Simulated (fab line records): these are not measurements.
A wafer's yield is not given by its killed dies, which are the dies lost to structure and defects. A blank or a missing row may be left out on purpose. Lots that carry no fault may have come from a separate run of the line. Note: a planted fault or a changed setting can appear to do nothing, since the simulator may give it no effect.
What tool caused it? | flow berkeleyCmos170 | 42 wafers from 14 lots sampled at 7 of the route's 331 steps

WHAT EACH GAUGE READ, for each wafer
UCB170_FIELD_THK_MEAS_90.
lot  | measured     | on           | FIELD_OXIDE_LEFT_1_THK (nm)
L235 | day 5 16:56  | filmMetro-04 | 441 429 436
L237 | day 6 03:41  | filmMetro-04 | 439 440 432
L239 | day 6 11:14  | filmMetro-04 | 443 444 435
L240 | day 6 16:03  | filmMetro-04 | 425 448 433
L244 | day 7 19:07  | filmMetro-01 | 422 434 435
L245 | day 8 03:07  | filmMetro-04 | 458 452 452
L246 | day 8 03:07  | filmMetro-03 | 433 437 426
L247 | day 8 03:03  | filmMetro-03 | 429 429 432
L248 | day 8 03:03  | filmMetro-01 | 420 430 434
L249 | day 8 03:04  | filmMetro-04 | 448 448 439
L250 | day 8 03:08  | filmMetro-01 | 441 443 432
L254 | day 9 05:17  | filmMetro-03 | 444 438 452
L253 | day 9 05:16  | filmMetro-04 | 453 461 459
L256 | day 10 00:52 | filmMetro-01 | 450 445 452

UCB170_M1_RS_MEAS_01: measures by four-point-probe.
lot  | measured     | on           | M1_AL_RS (ohm/sq)
L235 | day 7 22:50  | filmMetro-03 | 0.0484 0.0483 0.0482
L237 | day 8 07:48  | filmMetro-04 | 0.0488 0.0474 0.0492
L239 | day 8 18:22  | filmMetro-04 | 0.0486 0.0482 0.0489
L240 | day 9 05:59  | filmMetro-02 | 0.0474 0.0479 0.0475
L244 | day 9 17:29  | filmMetro-02 | 0.0789 0.0489 0.0486
L245 | day 10 13:23 | filmMetro-03 | 0.0491 0.0810 0.0809
L246 | day 10 08:13 | filmMetro-04 | 0.0486 0.0503 0.0486
L247 | day 10 13:32 | filmMetro-03 | 0.0474 0.0478 0.0470
L248 | day 10 08:56 | filmMetro-04 | 0.0486 0.0479 0.0494
L249 | day 10 08:35 | filmMetro-04 | 0.0483 0.0482 0.0495
L250 | day 10 15:08 | filmMetro-02 | 0.0475 0.0483 0.0494
L254 | day 11 17:05 | filmMetro-03 | 0.0493 0.0494 0.0488
L253 | day 11 17:22 | filmMetro-04 | 0.0473 0.0480 0.0485
L256 | day 12 04:02 | filmMetro-03 | 0.0471 0.0485 0.0474

UCB170_M1_THK_MEAS_02: measures by xrf.
lot  | measured     | on           | M1_AL_THK (nm)
L235 | day 7 22:56  | filmMetro-03 | 605 607 606
L237 | day 8 07:55  | filmMetro-04 | 604 619 596
L239 | day 8 18:29  | filmMetro-04 | 607 609 600
L240 | day 9 06:06  | filmMetro-02 | 620 613 620
L244 | day 9 17:37  | filmMetro-02 | 379 605 604
L245 | day 10 13:29 | filmMetro-03 | 592 364 365
L246 | day 10 08:20 | filmMetro-04 | 594 580 601
L247 | day 10 13:40 | filmMetro-03 | 614 605 620
L248 | day 10 09:04 | filmMetro-04 | 598 608 592
L249 | day 10 08:42 | filmMetro-04 | 605 605 591
L250 | day 10 15:14 | filmMetro-02 | 622 614 598
L254 | day 11 17:11 | filmMetro-03 | 592 590 594
L253 | day 11 17:29 | filmMetro-04 | 610 605 605
L256 | day 12 04:10 | filmMetro-03 | 619 604 615

UCB170_M3_OVL_MEAS_16.
lot  | measured     | on         | M3_OVL (nm)
L235 | day 8 23:06  | overlay-02 | -4 -9 -4
L237 | day 9 05:36  | overlay-01 | 2 2 2
L239 | day 9 13:50  | overlay-02 | -11 -11 -12
L240 | day 9 22:07  | overlay-01 | 2 -5 -3
L244 | day 10 13:05 | overlay-02 | 9 12 9
L245 | day 11 10:13 | overlay-01 | -15 -13 -13
L246 | day 11 02:37 | overlay-02 | -2 -1 -9
L247 | day 11 10:31 | overlay-01 | -15 -5 -6
L248 | day 11 05:50 | overlay-02 | 1 -4 -6
L249 | day 11 06:04 | overlay-02 | -3 -4 3
L250 | day 11 10:48 | overlay-01 | -12 -4 -2
L254 | day 12 14:59 | overlay-01 | 6 0 0
L253 | day 12 15:32 | overlay-02 | -6 -16 -5
L256 | day 12 20:58 | overlay-02 | 3 -3 -3

TOOL THAT RAN EACH LOT (tool first, then ch and the chambers of the sampled wafers, then the start)
lot  | UCB170_ACTIVE_STRIP_16             | UCB170_M1_SPUTTER_00        | UCB170_M1_METAL_ETCH_12
L235 | plasmaAsher-04 ch 0,1, day 5 01:52 | pvdSputter-02, day 7 22:44  | rieMetal-03 ch 0,1, day 8 00:28
L237 | plasmaAsher-01 ch 0,1, day 5 05:23 | pvdSputter-03, day 8 07:44  | rieMetal-03 ch 0,1, day 8 10:04
L239 | plasmaAsher-04 ch 0,1, day 5 19:52 | pvdSputter-04, day 8 18:17  | rieMetal-02 ch 1, day 8 21:34
L240 | plasmaAsher-04 ch 0,1, day 6 01:22 | pvdSputter-04, day 9 05:55  | rieMetal-02 ch 0,1, day 9 07:12
L244 | plasmaAsher-04 ch 0,1, day 7 05:53 | pvdSputter-04, day 9 17:26  | rieMetal-03 ch 1, day 9 18:43
L245 | plasmaAsher-04 ch 0, day 7 09:41   | pvdSputter-04, day 10 13:17 | rieMetal-01 ch 0,1, day 10 15:04
L246 | plasmaAsher-03 ch 0,1, day 7 11:08 | pvdSputter-03, day 10 08:10 | rieMetal-02 ch 0,1, day 10 09:34
L247 | plasmaAsher-04 ch 0,1, day 7 11:32 | pvdSputter-02, day 10 13:28 | rieMetal-02 ch 0,1, day 10 15:26
L248 | plasmaAsher-03 ch 0,1, day 7 11:47 | pvdSputter-03, day 10 08:53 | rieMetal-03 ch 0,1, day 10 10:17
L249 | plasmaAsher-01 ch 0,1, day 7 11:50 | pvdSputter-02, day 10 08:31 | rieMetal-01 ch 0,1, day 10 10:03
L250 | plasmaAsher-03 ch 0,1, day 7 14:11 | pvdSputter-03, day 10 15:02 | rieMetal-03 ch 0,1, day 10 16:29
L254 | plasmaAsher-01 ch 0,1, day 8 08:41 | pvdSputter-02, day 11 17:00 | rieMetal-03 ch 0,1, day 11 18:41
L253 | plasmaAsher-04 ch 1, day 8 09:17   | pvdSputter-03, day 11 17:19 | rieMetal-01 ch 0,1, day 11 19:19
L256 | plasmaAsher-01 ch 0,1, day 9 04:31 | pvdSputter-02, day 12 03:59 | rieMetal-03 ch 0,1, day 12 06:21
- UCB170_ACTIVE_STRIP_16: strips in O2.
- UCB170_M1_SPUTTER_00: material Al, target thk 600 nm, time 80 s.
- UCB170_M1_METAL_ETCH_12: etches Al in Cl2/BCl3, stops on PSG, target depth 780 nm, time 130 s.

AS READ BY THE TOOLS THEMSELVES (means over the sampled wafers that have a number; for cases with no such wafer, the mark the record gives instead)
UCB170_ACTIVE_STRIP_16.
lot  | tool           | drypumpMotorCurrentA (A) | oesProductAu (a.u.) | stripTimeToEndpointS (s)
L235 | plasmaAsher-04 | 6.2                      | 0.726               | 18.31
L237 | plasmaAsher-01 | 5.1                      | 0.722               | 18.16
L239 | plasmaAsher-04 | 6.2                      | 0.722               | 18.25
L240 | plasmaAsher-04 | 5.9                      | 0.719               | 18.21
L244 | plasmaAsher-04 | 5.9                      | 0.724               | 18.05
L245 | plasmaAsher-04 | 5.7                      | 0.717               | 17.97
L246 | plasmaAsher-03 | 4.9                      | 0.723               | 18.30
L247 | plasmaAsher-04 | 5.9                      | 0.723               | 18.10
L248 | plasmaAsher-03 | 4.9                      | 0.723               | 18.09
L249 | plasmaAsher-01 | 5.1                      | 0.721               | 18.22
L250 | plasmaAsher-03 | 4.9                      | 0.723               | 17.94
L254 | plasmaAsher-01 | 5.1                      | 0.717               | 18.09
L253 | plasmaAsher-04 | 6.4                      | 0.720               | 18.10
L256 | plasmaAsher-01 | 5.1                      | 0.723               | 18.25

UCB170_M1_SPUTTER_00.
lot  | tool          | chamberPressurePa (Pa) | throttleValvePct (%)
L235 | pvdSputter-02 | 0.5006                 | 30.4
L237 | pvdSputter-03 | 0.5005                 | 30.1
L239 | pvdSputter-04 | 0.5003                 | 30.4
L240 | pvdSputter-04 | 0.5004                 | 30.5
L244 | pvdSputter-04 | 0.4998                 | 29.6
L245 | pvdSputter-04 | 0.5001                 | 29.9
L246 | pvdSputter-03 | 0.5000                 | 30.5
L247 | pvdSputter-02 | 0.4996                 | 29.9
L248 | pvdSputter-03 | 0.4996                 | 30.2
L249 | pvdSputter-02 | 0.5006                 | 29.3
L250 | pvdSputter-03 | 0.4996                 | 31.0
L254 | pvdSputter-02 | 0.5004                 | 31.3
L253 | pvdSputter-03 | 0.5007                 | 30.6
L256 | pvdSputter-02 | 0.5003                 | 29.4

UCB170_M1_METAL_ETCH_12.
lot  | tool        | drypumpMotorCurrentA (A) | oesProductAu (a.u.) | throttleValvePct (%)
L235 | rieMetal-03 | 5.4                      | 0.849               | 24.31
L237 | rieMetal-03 | 5.4                      | 0.854               | 24.44
L239 | rieMetal-02 | 5.6                      | 0.831               | 24.54
L240 | rieMetal-02 | 5.7                      | 0.852               | 24.47
L244 | rieMetal-03 | 5.4                      | 0.798               | 24.60
L245 | rieMetal-01 | 5.3                      | 0.721               | 24.60
L246 | rieMetal-02 | 5.7                      | 0.843               | 24.41
L247 | rieMetal-02 | 5.7                      | 0.850               | 24.46
L248 | rieMetal-03 | 5.4                      | 0.849               | 24.44
L249 | rieMetal-01 | 5.7                      | 0.836               | 24.49
L250 | rieMetal-03 | 5.4                      | 0.852               | 24.30
L254 | rieMetal-03 | 5.5                      | 0.841               | 24.31
L253 | rieMetal-01 | 5.3                      | 0.845               | 24.54
L256 | rieMetal-03 | 5.4                      | 0.862               | 24.44

THE ANSWER, worked out from the rows above alone
Rule: what is usual is taken from the lots themselves. The widest of any qualifying gaps counts: lots, ordered by their means at a reading, are off when they make up no more than a third of the lots, leave a main group of 4 or more, and stand apart from it by 3 or more times the standard deviation of that group's means. The tables above print the reading to a certain number of digits; a main group whose means all agree to those digits is not used. Also off: a lot with no number at a reading for which 4 or more lots have one. All remaining lots with rows at the step are treated as sound. First the gauges in route order, then the tools' own readings, where a lot's mean is used as printed above. The first step at which some lot is off is used, and at that step the reading that is off furthest; a lot without a number counts as furthest.
Off: at UCB170_M1_RS_MEAS_01 (M1_AL_RS), L244, L245. For the main group the mean is 0.0483 ohm/sq and the standard deviation 0.00055.
If a tool, at a process step before that reading, ran all the lots that are off and no sound lot after the first of them, it fits. Gauges at UCB170_M1_RS_MEAS_01: tried the same way as those tools. One candidate fits, namely pvdSputter-04 at UCB170_M1_SPUTTER_00. A fault onset in the window from L240 (day 9 05:55, its last sound lot) to L244 (day 9 17:26, its first lot off) fits.

WHAT THE SIMULATOR HAD INSERTED
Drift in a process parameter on pvdSputter-04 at UCB170_M1_SPUTTER_00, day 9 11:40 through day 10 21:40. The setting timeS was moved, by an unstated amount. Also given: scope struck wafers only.
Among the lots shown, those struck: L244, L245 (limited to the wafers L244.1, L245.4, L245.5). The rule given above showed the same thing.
